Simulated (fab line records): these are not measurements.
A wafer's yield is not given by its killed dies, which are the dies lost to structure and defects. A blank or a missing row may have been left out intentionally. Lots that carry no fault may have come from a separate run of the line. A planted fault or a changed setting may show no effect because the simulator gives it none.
Check of tool commonality | flow berkeleyCmos170 | 15 lots, 45 wafers sampled

THE REASON FOR OPENING IT
At UCB170_GATE_THK_MEAS_05 the reading GATE_POLY_THK is flagged on 3 of 15 lots. Fault-free wafers read 214.7 nm, with a standard deviation of 1.9.
Rule: a lot gets a flag if all its wafers with a number sit over 4 standard deviations from that mean, or if no wafer of it has a number. The other lots count as sound.

lot  | measured     | on           | GATE_POLY_THK (nm), wafer by wafer | flag
L670 | day 5 20:49  | filmMetro-04 | 213.6 215.2 214.5                  | 
L671 | day 5 20:50  | filmMetro-03 | 213.9 214.2 214.4                  | 
L672 | day 6 16:22  | filmMetro-03 | 216.3 215.9 215.7                  | 
L675 | day 7 02:50  | filmMetro-04 | 216.4 216.3 215.2                  | 
L673 | day 7 02:51  | filmMetro-03 | 213.6 213.3 213.5                  | 
L680 | day 7 14:16  | filmMetro-04 | 178.3 177.7 176.3                  | FLAGGED
L678 | day 7 14:16  | filmMetro-02 | 181.0 178.6 180.0                  | FLAGGED
L677 | day 7 14:19  | filmMetro-04 | 177.9 175.6 174.7                  | FLAGGED
L683 | day 8 09:24  | filmMetro-02 | 214.5 213.8 214.0                  | 
L685 | day 9 07:05  | filmMetro-04 | 216.1 216.4 216.2                  | 
L687 | day 9 17:58  | filmMetro-02 | 216.5 215.2 214.2                  | 
L689 | day 9 20:48  | filmMetro-04 | 215.5 215.0 217.3                  | 
L690 | day 9 20:49  | filmMetro-02 | 213.9 215.5 215.0                  | 
L693 | day 10 07:15 | filmMetro-03 | 213.8 214.3 215.8                  | 
L691 | day 10 07:17 | filmMetro-02 | 212.2 211.5 211.2                  | 
Average over the flagged lots: 177.8 nm; offset from the usual -36.9 nm, equal to -19 standard deviations.

TOOL THAT RAN EACH LOT
The record holds 1 process step before the reading, out of a route of 331 steps. Each cell gives the tool, then ch followed by the chambers the sampled wafers passed through, then the start.
lot  | flag    | UCB170_GATE_CVD_04
L670 |         | lpcvd-02 ch 0, day 5 19:25
L671 |         | lpcvd-02 ch 0, day 5 19:25
L672 |         | lpcvd-01 ch 1, day 6 14:58
L675 |         | lpcvd-01 ch 1, day 7 01:26
L673 |         | lpcvd-01 ch 0, day 7 01:26
L680 | FLAGGED | lpcvd-02 ch 1, day 7 12:52
L678 | FLAGGED | lpcvd-02 ch 0, day 7 12:52
L677 | FLAGGED | lpcvd-02 ch 1, day 7 12:52
L683 |         | lpcvd-01 ch 0, day 8 07:17
L685 |         | lpcvd-01 ch 0, day 9 05:40
L687 |         | lpcvd-01 ch 1, day 9 16:34
L689 |         | lpcvd-01 ch 0, day 9 19:24
L690 |         | lpcvd-01 ch 1, day 9 19:24
L693 |         | lpcvd-01 ch 1, day 10 05:49
L691 |         | lpcvd-01 ch 1, day 10 05:49
These steps, and what they do:
- UCB170_GATE_CVD_04: deposits poly-Si from SiH4, time 1440 s, target thk 214 nm.
- UCB170_GATE_THK_MEAS_05

FLAGGED OVER TOTAL, TOOL BY TOOL (the gauges that took the reading come last)
step                    | tool         | lots run | flagged | share of the flagged lots | sound lots run after its first flagged lot
UCB170_GATE_CVD_04      | lpcvd-01     | 10       | 0       | none                      | -
UCB170_GATE_CVD_04      | lpcvd-02     | 5        | 3       | all                       | 0
UCB170_GATE_THK_MEAS_05 | filmMetro-02 | 5        | 1       | some                      | 4 (L683,L687,L690,L691)
UCB170_GATE_THK_MEAS_05 | filmMetro-03 | 4        | 0       | none                      | -
UCB170_GATE_THK_MEAS_05 | filmMetro-04 | 6        | 2       | some                      | 2 (L685,L689)

WHAT IS ALLOWED BY THE TABLE
All flagged lots share 1 row of the table, namely lpcvd-02 at UCB170_GATE_CVD_04.
- lpcvd-02 at UCB170_GATE_CVD_04: 3 of its 5 lots flagged. A fault beginning between L670 (day 5 19:25), its last sound lot, and L677 (day 7 12:52), its first flagged one, fits the data.
Left over: one tool, lpcvd-02 at UCB170_GATE_CVD_04.

WHAT WAS PUT IN BY THE SIMULATOR
Site profile drift: lpcvd-02, from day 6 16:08 on, at UCB170_GATE_CVD_04. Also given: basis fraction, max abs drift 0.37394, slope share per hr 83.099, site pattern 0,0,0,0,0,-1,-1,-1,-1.
Lots struck among those shown: L680, L678, L677. Same finding as the rule above.
